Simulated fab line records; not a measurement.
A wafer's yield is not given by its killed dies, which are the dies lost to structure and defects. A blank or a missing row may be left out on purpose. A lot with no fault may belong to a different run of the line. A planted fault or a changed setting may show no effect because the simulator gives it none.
Split-lot study ; flow berkeley_cmos170 ; 5 lots, 23 wafers read, on a route of 331 steps

## SPLIT DETAILS
At UCB170_V2_COAT_07 (resist thk 900 nm), the setting resist_thk_nm was moved away from the recipe's 900 nm on 11 of the 23 wafers read, by -5.2% to +5.7%. For the rest of the wafers, this setting stayed at what the recipe calls for.

## FROM THE SPLIT TO THE READING: what the file shows between them, 2 steps
- UCB170_V2_SOFTBAKE_08: time 60 s
- UCB170_V2_EXPOSE_09: exposes mask VIA2, target cd 700 nm

## THE READING
KrF_of_V2_COAT_07.thk_nm (the simulator's own value, which no gauge read), in nm, at UCB170_V2_ETCH_14 (etches SiO2 in CHF3/CF4/Ar, stops on Al, target depth 1250 nm, time 291 s). No usual value for it is given in the file. Across the 12 wafers here that went through the recipe, the average is 610.4 nm and the standard deviation 3.3 nm.

wafer;tool, chamber at the split;resist_thk_nm as run, nm;against the recipe;KrF_of_V2_COAT_07.thk_nm, nm;against lot-mates on the recipe
L075.1;litho_track-03, 0;873.4;-3.0%;574.9;-31.6
L075.2;litho_track-03, 0;900;recipe;610.4;-
L075.3;litho_track-03, 0;900;recipe;605.4;-
L075.4;litho_track-03, 0;873.4;-3.0%;587.4;-19.1
L075.5;litho_track-03, 0;900;recipe;603.6;-
L079.1;litho_track-02, 0;877.3;-2.5%;586.4;-23.8
L079.2;litho_track-02, 0;900;recipe;611.7;-
L079.3;litho_track-02, 0;900;recipe;608.6;-
L079.4;litho_track-02, 0;877.3;-2.5%;591.3;-18.9
L079.6;litho_track-02, 0;877.3;-2.5%;590.6;-19.6
L080.2;litho_track-03, 0;900;recipe;610.1;-
L080.3;litho_track-03, 0;900;recipe;610.4;-
L080.4;litho_track-03, 0;900;recipe;616.4;-
L081.1;litho_track-02, 0;853.2;-5.2%;564.3;-48.8
L081.3;litho_track-02, 0;853.2;-5.2%;572.9;-40.2
L081.4;litho_track-02, 0;900;recipe;613.9;-
L081.5;litho_track-02, 0;900;recipe;612.3;-
L081.6;litho_track-02, 0;853.2;-5.2%;571.5;-41.6
L082.1;litho_track-02, 0;951.3;+5.7%;666.4;+55.5
L082.2;litho_track-02, 0;951.3;+5.7%;659.3;+48.4
L082.4;litho_track-02, 0;951.3;+5.7%;652.3;+41.4
L082.5;litho_track-02, 0;900;recipe;610.5;-
L082.6;litho_track-02, 0;900;recipe;611.3;-

FIT RESULTS
A straight line over all 23 wafers: KrF_of_V2_COAT_07.thk_nm changes by +8.4 nm for each +1% of resist_thk_nm; r = +0.99; the points scatter about the line by 4.5 nm.
The same after taking each lot's own level away (the mean of its wafers on the recipe; 23 wafers): +8.44 nm for each +1%; r = +0.99; scatter 3.7 nm.
According to that fit, moving resist_thk_nm by its largest amount changes the reading by 48 nm.
Across the lots, their own levels run from 606.47 to 613.10 nm, a range of 2.0 times the standard deviation given above.
Hence the lot-to-lot level has little effect on the slope; both slopes agree.
Check: for one of the wafers moved furthest among these (+5.7%), held out of the fit, the line's prediction against its lot-mates is +46.1 nm. It came out at +55.5 nm against them.

## THESE WAFERS: OTHER SPLITS
Note: prior to the reading, these wafers also went through further splits. Each is held against what the fit with the lots' levels taken away leaves over:
other split on the same wafers;wafers away from the commonest value;r with KrF_of_V2_COAT_07.thk_nm (lot level and that fit taken away)
UCB170_M2_SPUTTER_01 power_w;6;+0.02
UCB170_M2_COAT_10 resist_thk_nm;7;-0.19
UCB170_M2_METAL_ETCH_18 icp_w;8;-0.03

## THE WHOLE CHAIN: every reading that the file lists as answering this split, in the file's order
step;what it does;reading;change (the file's fit);r (the file's)
UCB170_V2_COAT_07;resist thk 900 nm;KrF_of_V2_COAT_07.thk_nm (the simulator's own value, which no gauge read);+9 nm for each +1% of the setting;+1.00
UCB170_V2_ETCH_14;etches SiO2 in CHF3/CF4/Ar, stops on Al, target depth 1250 nm, time 291 s;KrF_of_V2_COAT_07.thk_nm (the simulator's own value, which no gauge read);+8.43 nm for each +1% of the setting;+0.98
UCB170_V2_STRIP_15;strips in O2;strip_time_to_endpoint_s;withheld for each +1% of the setting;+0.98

## FILE'S OWN FIT
KrF_of_V2_COAT_07.thk_nm changes by +8.43 nm for each +1% of resist_thk_nm, r = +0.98.
